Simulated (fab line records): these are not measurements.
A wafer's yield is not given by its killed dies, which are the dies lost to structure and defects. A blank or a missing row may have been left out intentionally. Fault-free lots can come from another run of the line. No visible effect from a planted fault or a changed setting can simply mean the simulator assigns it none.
Comparing a struck lot with a sound one | flow berkeley cmos170 | 15 steps out of a route of 331
Sound: the wafers L634.4, L634.5, L634.6. Struck: wafers L636.1, L636.2, L636.4. Last of all comes the cause.
Each step with rows lists, per side, the tool, then ch with its chambers, then its first start. Under that, the readings that differ: sound wafers | struck wafers | difference of the means | sigmas: that difference in standard deviations of wafers without a fault.
alike: readings whose means differ by less than 2 such deviations, and words and numbers that are the same on both sides. not compared: withheld readings, readings that some wafer has no value for, bounds like >300 that may hide the same value, and numbers for which the record gives no deviation and whose values overlap.
The two part at a step that has a row with sigmas, a row that says differs or no value, or rows on one side only. When numbers do not overlap yet have no deviation, they are printed without sigmas and do not part them. Lack of a reading on every wafer of one side parts them only where that side has two or more wafers.

first, 6 steps without rows for these wafers: UCB170_ZERO_HMDS_00 (prime time 60 s); UCB170_ZERO_COAT_01 (resist thk 900 nm); UCB170_ZERO_SOFTBAKE_02 (time 60 s); UCB170_ZERO_EXPOSE_03 (exposes mask PM MARKS, target cd 4000 nm); UCB170_ZERO_PEB_04; UCB170_ZERO_DEVELOP_05 (develop time 45 s).
UCB170_ZERO_ETCH_06: etches SiO2 in CHF3/CF4/Ar, time 12 s.
  sound on rie diel-04 ch 2,3, day 3 19:20; struck on rie diel-01 ch 0,1,3, day 4 05:14
  alike: drypump motor current A, oes product au, throttle valve pct
  not compared: rf hours counter h
UCB170_ZERO_STRIP_07: strips in O2.
  sound on plasma asher-03 ch 0,1, day 3 19:23; struck on plasma asher-03 ch 0,1, day 4 05:16
  reading                      | sound             | struck            | difference | sigmas
  strip time to endpoint s (s) | 21.55 21.49 21.47 | 21.41 21.35 21.39 | -0.12      | -2
  alike: drypump motor current A, oes product au
  not compared: rf hours counter h
then, 2 steps without rows for these wafers: UCB170_NWELL_WET_ETCH_00 (etches SiO2 in dHF, time 200 s); UCB170_NWELL_OXIDATION_01 (target thk 26.4 nm, ox time 1260 s).
UCB170_NWELL_THK_MEAS_02:
  struck on film metro-01, day 4 14:50; sound on film metro-04, day 4 03:05
  alike: NWELL_OXIDE_THK
then, 1 step without rows for these wafers: UCB170_NWELL_ANNEAL_03 (time 900 s).
UCB170_NWELL_CVD_04: deposits Si3N4 from SiH2Cl2/NH3, target thk 224 nm, time 3360 s.
  sound on lpcvd-02 ch 0, day 4 08:50; struck on lpcvd-02 ch 1, day 4 20:52
  reading                                 | sound           | struck            | difference | sigmas
  model.Si3N4_of_NWELL_CVD_04.thk nm (nm) | 224.3 224 225.2 | 412.7 414.4 412.8 | +188.8     |
  alike: nh3 flow sccm, sih2cl2 flow sccm, susceptor temp C
UCB170_NWELL_THK_MEAS_05:
  struck on film metro-01, day 4 23:07; sound on film metro-04, day 4 10:49
  reading                | sound             | struck            | difference | sigmas
  NWELL_NITRIDE_THK (nm) | 224.2 224.0 225.2 | 412.5 414.2 412.8 | +188.7     | +94
  not compared: hold
UCB170_M3_PROBE_99:
  the record has rows for the sound wafers here (prober-01, day 11 14:07) and none for the struck ones

WHERE THEY PART
Last at UCB170_M3_PROBE_99 as far as this record goes, first at UCB170_ZERO_STRIP_07.

WHY: the cause the simulator had injected
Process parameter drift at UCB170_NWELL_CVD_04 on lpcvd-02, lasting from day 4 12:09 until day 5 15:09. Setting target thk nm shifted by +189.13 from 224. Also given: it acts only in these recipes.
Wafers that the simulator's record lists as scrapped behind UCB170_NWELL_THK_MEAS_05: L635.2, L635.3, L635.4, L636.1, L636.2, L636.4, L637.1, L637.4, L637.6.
